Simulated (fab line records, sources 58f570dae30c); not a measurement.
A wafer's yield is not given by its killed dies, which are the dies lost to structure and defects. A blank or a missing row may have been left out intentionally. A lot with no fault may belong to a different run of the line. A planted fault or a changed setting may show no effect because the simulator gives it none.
The same fault as seen by 2 desks | flow berkeley cmos170 | each desk holds nothing but its own numbers, with what lay behind them at the end

## AT THE TOOL OWNER'S DESK: plasma asher-04
The tool's own readings at UCB170_V1_STRIP_15 (strips in O2): means of the sampled wafers that have a number, for each lot that ran on this tool. The brackets show how far a lot's mean lies from the usual mean; more than 4 standard deviations puts the lot out of limits, marked OUT.
Columns: A = drypump motor current A at UCB170_V1_STRIP_15, usual 5.53 A; B = oes product au at UCB170_V1_STRIP_15, usual 0.722 a.u.; C = strip time to endpoint s at UCB170_V1_STRIP_15, usual 15.37 s
lot  | first seen here | A    | B     | C
L935 | day 10 08:38    | 5.55 | 0.717 | 15.39
L939 | day 10 09:00    | 5.54 | 0.716 | 15.24
L943 | day 12 05:45    | 5.55 | 0.723 | 15.27
L942 | day 12 06:32    | 5.56 | 0.725 | 15.41
This desk's verdict: no lot among the 4 shows anything out of limits.

## METROLOGY DESK
Lot by lot, what the gauges showed, no matter which tool ran the lot: averages of those sampled wafers that carry a number. The brackets show how far a lot's mean lies from the usual mean; more than 4 standard deviations puts the lot out of limits, marked OUT.
Columns: A = V1_OVL at UCB170_V1_OVL_MEAS_13, usual 1 nm; B = V2_TEOS_THK at UCB170_V2_THK_MEAS_01, usual 2002 nm
lot  | first seen here | A  | B
L930 | day 8 16:46     | -4 | 2028
L928 | day 8 17:02     | -1 | 2011
L932 | day 9 08:45     | 5  | 2029
L931 | day 9 10:08     | -3 | 2000
L935 | day 10 08:25    | 5  | 2019
L934 | day 10 08:33    | 8  | 2002
L939 | day 10 08:47    | -2 | 2009
L937 | day 10 10:11    | -5 | 1995
L944 | day 12 02:08    | -1 | 2020
L943 | day 12 05:32    | 3  | 1988
L942 | day 12 06:18    | -1 | 2029
L949 | day 13 07:29    | 5  | 2006
L946 | day 13 07:57    | 7  | 1991
L950 | day 13 15:02    | -2 | 1977
This desk's verdict: no lot among the 14 shows anything out of limits.

## ALL TOGETHER
Nothing out of limits was seen by the tool owner's desk.
From the metrology desk's view, nothing was out of limits.

## WHAT THE SIMULATOR HAD PUT IN
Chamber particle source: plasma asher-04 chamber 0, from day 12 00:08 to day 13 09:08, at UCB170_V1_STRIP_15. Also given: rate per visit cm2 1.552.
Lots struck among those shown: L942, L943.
